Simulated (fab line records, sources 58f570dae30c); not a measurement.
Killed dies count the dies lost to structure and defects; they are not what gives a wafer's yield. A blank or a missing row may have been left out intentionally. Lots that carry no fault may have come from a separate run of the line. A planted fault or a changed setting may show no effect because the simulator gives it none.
Which tool is to blame? ; flow berkeley-cmos170 ; 15 lots with 45 wafers sampled at 6 steps, on a route of 331 steps

== WHAT THE GAUGES SHOWED, per wafer ==
UCB170_NWELL_THK_MEAS_05.
lot;measured;on;NWELL_NITRIDE_THK (nm)
L632;day 2 09:41;film-metro-04;227.5 226.7 226.2
L633;day 2 09:43;film-metro-01;226.3 224.4 226.2
L634;day 2 17:31;film-metro-02;221.1 219.9 220.8
L635;day 2 17:31;film-metro-04;227.4 227.3 226.8
L636;day 3 05:51;film-metro-01;444.9 445.2 445.7
L637;day 3 09:07;film-metro-04;444.8 441.8 443.5
L638;day 3 17:21;film-metro-02;442.9 443.4 441.7
L641;day 4 03:56;film-metro-02;227.2 225.5 225.8
L645;day 5 00:33;film-metro-02;221.5 223.6 221.9
L646;day 5 11:33;film-metro-01;223.9 223.8 222.6
L648;day 5 21:59;film-metro-04;224.0 223.0 221.9
L650;day 6 05:07;film-metro-04;223.4 222.2 223.2
L652;day 6 11:28;film-metro-02;225.7 225.8 226.5
L654;day 6 22:46;film-metro-02;222.2 220.6 220.8
L655;day 7 07:24;film-metro-04;222.6 221.8 223.5

UCB170_NWELL_OVL_MEAS_12.
lot;measured;on;NWELL_OVL (nm)
L632;day 2 10:37;overlay-02;-6 -1 1
L633;day 2 10:53;overlay-01;3 9 0
L634;day 2 19:39;overlay-01;-15 0 -11
L635;day 2 19:22;overlay-01;3 -3 0
L636;day 3 07:02;overlay-01;-3 -6 -4
L637;day 3 10:15;overlay-02;1 -2 -2
L638;day 3 18:30;overlay-02;6 1 3
L641;day 4 04:56;overlay-02;-4 4 -6
L645;day 5 02:20;overlay-01;0 -6 3
L646;day 5 12:55;overlay-01;5 -2 0
L648;day 6 00:38;overlay-01;3 -5 0
L650;day 6 06:08;overlay-02;-4 -3 0
L652;day 6 12:50;overlay-01;2 2 1
L654;day 7 00:43;overlay-01;0 -4 -3
L655;day 7 08:43;overlay-02;-3 2 -2

UCB170_ACTIVE_CD_MEAS_90 targets a cd of 1200 nm.
lot;measured;on;cd-nm (nm)
L632;day 4 09:08;cd-sem-02;1201.1 1201.1 1199.6
L633;day 4 08:40;cd-sem-02;1201.5 1200.2 1201.2
L634;day 4 20:05;cd-sem-02;1200.9 1200.9 1202.4
L635;day 4 20:11;cd-sem-01;1202.3 1200.1 1201.8
L641;day 6 08:50;cd-sem-01;1199.3 1198.6 1199.4
L645;day 7 08:52;cd-sem-01;1201.0 1200.3 1199.6
L646;day 7 21:23;cd-sem-02;1198.4 1198.8 1198.2
L648;day 8 14:53;cd-sem-02;1200.9 1202.1 1200.7
L650;day 8 06:55;cd-sem-02;1196.8 1198.1 1198.2
L652;day 9 01:07;cd-sem-02;1202.2 1201.5 1200.9
L654;day 9 17:46;cd-sem-02;1198.9 1199.3 1199.4
L655;day 9 17:17;cd-sem-02;1197.9 1200.8 1200.4

UCB170_PFIELD_OVL_MEAS_06.
lot;measured;on;PFIELD_OVL (nm)
L632;day 4 13:38;overlay-02;-5 6 -1
L633;day 4 13:14;overlay-01;8 3 5
L634;day 4 21:22;overlay-02;1 7 1
L635;day 4 21:37;overlay-01;-2 -6 -9
L641;day 6 10:05;overlay-02;1 0 -2
L645;day 7 10:19;overlay-02;7 5 5
L646;day 8 01:04;overlay-02;-1 0 -4
L648;day 8 16:07;overlay-02;-8 -8 -1
L650;day 8 08:54;overlay-02;-1 -1 0
L652;day 9 04:08;overlay-02;2 4 10
L654;day 9 19:23;overlay-02;-1 8 3
L655;day 9 18:58;overlay-02;-1 -4 -3

== WHAT TOOL EACH LOT RAN ON (gives the tool, then ch and the chambers of the sampled wafers, and finally the start) ==
lot;UCB170_NWELL_CVD_04;UCB170_NWELL_ETCH_13
L632;lpcvd-02 ch 1, day 2 07:45;rie-diel-02 ch 0,1,2, day 2 10:40
L633;lpcvd-02 ch 1, day 2 07:45;rie-diel-04 ch 0,1,3, day 2 10:54
L634;lpcvd-01 ch 1, day 2 15:35;rie-diel-02 ch 1,2, day 2 19:41
L635;lpcvd-01 ch 1, day 2 15:35;rie-diel-04 ch 0,1,3, day 2 19:25
L636;lpcvd-01 ch 1, day 3 01:24;rie-diel-02 ch 1,2,3, day 3 07:04
L637;lpcvd-01 ch 0, day 3 03:54 and lpcvd-02 ch 0, day 3 07:11;rie-diel-02 ch 0,2,3, day 3 10:17
L638;lpcvd-01 ch 1, day 3 11:42;rie-diel-04 ch 1,2, day 3 18:43
L641;lpcvd-02 ch 0, day 4 01:01;rie-diel-01 ch 0,1, day 4 04:58
L645;lpcvd-02 ch 0, day 4 22:36;rie-diel-02 ch 1,2, day 5 02:21
L646;lpcvd-01 ch 1, day 5 09:36;rie-diel-01 ch 0,3, day 5 12:56
L648;lpcvd-02 ch 0, day 5 20:04;rie-diel-04 ch 0,1,2, day 6 00:40
L650;lpcvd-01 ch 1, day 6 03:11;rie-diel-02 ch 1,2,3, day 6 06:10
L652;lpcvd-02 ch 0, day 6 09:31;rie-diel-04 ch 0,2,3, day 6 12:52
L654;lpcvd-01 ch 1, day 6 20:48;rie-diel-01 ch 0,1,2, day 7 00:47
L655;lpcvd-02 ch 0, day 7 05:28;rie-diel-02 ch 0,1,2, day 7 08:46
- UCB170_NWELL_CVD_04: deposits Si3N4 from SiH2Cl2/NH3, target thk 224 nm, time 3360 s.
- UCB170_NWELL_ETCH_13: etches Si3N4 in CH3F/Ar/O2, stops on SiO2, target depth 246.4 nm, time 154 s.

== AS READ BY THE TOOLS THEMSELVES (means over the sampled wafers that have a number; for cases with no such wafer, the mark the record gives instead) ==
UCB170_NWELL_CVD_04.
lot;tool;spike-tc-load-C (C)
L632;lpcvd-02;820.8
L633;lpcvd-02;820.2
L634;lpcvd-01;820.4
L635;lpcvd-01;821.4
L636;lpcvd-01;820.8
L637;lpcvd-01/lpcvd-02;822.3
L638;lpcvd-01;821.9
L641;lpcvd-02;823.8
L645;lpcvd-02;824.5
L646;lpcvd-01;821.2
L648;lpcvd-02;823.5
L650;lpcvd-01;821.5
L652;lpcvd-02;825.5
L654;lpcvd-01;821.8
L655;lpcvd-02;823.3

UCB170_NWELL_ETCH_13.
lot;tool;drypump-motor-current-A (A);mfc-ar-sccm (sccm);oes-product-au (a.u.);throttle-valve-pct (%)
L632;rie-diel-02;5.6;50.01;0.947;8.02
L633;rie-diel-04;6.2;50.14;0.940;8.00
L634;rie-diel-02;5.9;50.06;0.918;8.09
L635;rie-diel-04;6.2;50.07;0.943;8.00
L636;rie-diel-02;5.6;49.95;1.010;8.08
L637;rie-diel-02;5.3;49.95;1.010;7.99
L638;rie-diel-04;6.0;50.02;1.010;8.06
L641;rie-diel-01;6.0;50.09;0.952;8.17
L645;rie-diel-02;5.7;49.94;0.929;8.09
L646;rie-diel-01;5.4;49.85;0.948;8.14
L648;rie-diel-04;6.1;50.24;0.938;8.06
L650;rie-diel-02;5.6;49.81;0.936;8.07
L652;rie-diel-04;6.1;50.09;0.945;8.09
L654;rie-diel-01;6.0;50.01;0.946;8.12
L655;rie-diel-02;5.6;50.05;0.938;8.01

== THE ANSWER, worked out from the rows above alone ==
Rule: the lots themselves supply what counts as usual. The widest of any qualifying gaps counts: lots, ordered by their means at a reading, are off when they make up no more than a third of the lots, leave a main group of 4 or more, and stand apart from it by 3 or more times the standard deviation of that group's means. Not used: any main group whose means are identical at the precision the tables above print for the reading. A lot without any number at a reading at which 4 lots or more have one is off too. The other lots that the step has rows for count as sound. First the gauges in route order, then the tools' own readings, where a lot's mean is used as printed above. The first step at which some lot is off is used, and at that step the reading that is off furthest; a lot without a number counts as furthest.
Off: L636, L637, L638, seen at UCB170_NWELL_THK_MEAS_05 (NWELL_NITRIDE_THK). The main group: mean 224.0 nm, standard deviation 2.2.
A tool fits if, at a process step before that reading, it ran every lot that is off, and no sound lot after the first of them. The gauges at UCB170_NWELL_THK_MEAS_05 aren't tried: what is off there is off at UCB170_NWELL_ETCH_13 too, on other tools, and a gauge's error can't cause that. None of those tried fits.

== WHAT THE SIMULATOR HAD INSERTED ==
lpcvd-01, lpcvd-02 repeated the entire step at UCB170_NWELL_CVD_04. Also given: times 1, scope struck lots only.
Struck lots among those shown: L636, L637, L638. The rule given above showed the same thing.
